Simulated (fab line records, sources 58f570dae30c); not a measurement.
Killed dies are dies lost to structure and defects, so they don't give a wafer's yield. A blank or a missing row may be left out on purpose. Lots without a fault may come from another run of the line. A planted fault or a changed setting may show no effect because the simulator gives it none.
Which tool did it? | flow berkeley_cmos170 | 15 lots, 45 wafers sampled, at 2 steps of a route of 331

WHAT THE GAUGES READ, wafer by wafer
UCB170_SDANNEAL_RS_MEAS_05: measures by four-point-probe. Usual: NLDD_RS 616.3 ohm/sq, standard deviation 1.4.
lot  | measured     | on            | NLDD_RS (ohm/sq)  | flag
L344 | day 8 04:07  | film_metro-03 | 616.6 617.5 617.0 |
L345 | day 8 05:07  | film_metro-03 | 615.4 614.6 613.3 |
L348 | day 8 17:19  | film_metro-01 | 618.3 617.0 615.9 |
L347 | day 8 17:50  | film_metro-03 | 617.0 615.9 615.2 |
L349 | day 8 18:12  | film_metro-02 | 617.8 615.0 617.2 |
L346 | day 8 18:14  | film_metro-01 | 617.2 618.9 615.7 |
L356 | day 10 08:16 | film_metro-03 | 609.1 610.6 611.0 | OFF
L354 | day 10 08:19 | film_metro-01 | 617.6 617.7 616.3 |
L355 | day 10 08:05 | film_metro-02 | 609.0 608.7 610.1 | OFF
L357 | day 10 08:34 | film_metro-02 | 616.8 616.4 617.2 |
L358 | day 10 17:28 | film_metro-03 | 610.9 611.2 610.5 | OFF
L360 | day 11 00:40 | film_metro-01 | 616.9 616.7 618.1 |
L362 | day 10 23:58 | film_metro-03 | 616.5 615.0 614.2 |
L361 | day 11 01:08 | film_metro-02 | 616.3 617.7 617.6 |
L365 | day 11 17:04 | film_metro-02 | 615.2 611.8 614.4 |

WHICH TOOL RAN EACH LOT (tool, then ch and the chambers of the sampled wafers, then the start)
lot  | UCB170_NLDD_IMPLANT_09
L344 | implanter-01 ch 0, day 7 18:36
L345 | implanter-04 ch 0, day 7 18:53
L348 | implanter-01 ch 0, day 8 06:23
L347 | implanter-01 ch 0, day 8 07:28
L349 | implanter-04 ch 0, day 8 07:49
L346 | implanter-03 ch 0, day 8 08:00
L356 | implanter-01 ch 0, day 9 19:35
L354 | implanter-03 ch 0, day 9 19:56
L355 | implanter-01 ch 0, day 9 20:16
L357 | implanter-04 ch 0, day 9 20:32
L358 | implanter-01 ch 0, day 10 06:08
L360 | implanter-04 ch 0, day 10 11:50
L362 | implanter-03 ch 0, day 10 12:06
L361 | implanter-04 ch 0, day 10 12:34
L365 | implanter-04 ch 0, day 11 03:10
- UCB170_NLDD_IMPLANT_09

WHAT THE TOOLS THEMSELVES READ (means of the sampled wafers that have a number; where no wafer has one, the mark that the record gives instead)
UCB170_NLDD_IMPLANT_09. Usual: dose_ions_cm2 5e+13, standard deviation 5.6e+10.
lot  | tool         | dose_ions_cm2 | flag
L344 | implanter-01 | 5e+13         |
L345 | implanter-04 | 5e+13         |
L348 | implanter-01 | 5e+13         |
L347 | implanter-01 | 5e+13         |
L349 | implanter-04 | 5e+13         |
L346 | implanter-03 | 5e+13         |
L356 | implanter-01 | 5e+13         |
L354 | implanter-03 | 5e+13         |
L355 | implanter-01 | 5e+13         |
L357 | implanter-04 | 5e+13         |
L358 | implanter-01 | 5e+13         |
L360 | implanter-04 | 5e+13         |
L362 | implanter-03 | 5e+13         |
L361 | implanter-04 | 5e+13         |
L365 | implanter-04 | 5e+13         |

THE ANSWER, worked out from the rows above alone
Rule: a lot is off if the mean of its wafers that have a number lies more than 3 standard deviations from the usual mean. A lot without any number at a reading at which 4 lots or more have one is off too. The other lots that the step has rows for count as sound. The gauges are gone through in route order, then the tools' own readings, and for those a lot's mean is taken as printed above. The first step at which some lot is off is used, and at that step the reading that is off furthest; a lot without a number counts as furthest.
Off: L356, L355, L358, at UCB170_SDANNEAL_RS_MEAS_05 (NLDD_RS).
A tool fits if, at a process step before that reading, it ran every lot that is off, and no sound lot after the first of them. The gauges at UCB170_SDANNEAL_RS_MEAS_05 are tried like those tools. One fits: implanter-01 at UCB170_NLDD_IMPLANT_09. Its last sound lot is L347 (day 8 07:28), its first lot that is off L356 (day 9 19:35): a fault that began between those two fits.

WHAT THE SIMULATOR HAD PUT IN
Process parameter drift: implanter-01, from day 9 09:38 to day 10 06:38, at UCB170_NLDD_IMPLANT_09. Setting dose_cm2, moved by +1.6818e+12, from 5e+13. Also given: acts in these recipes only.
Lots struck among those shown: L355, L356, L358. The rule above found the same.
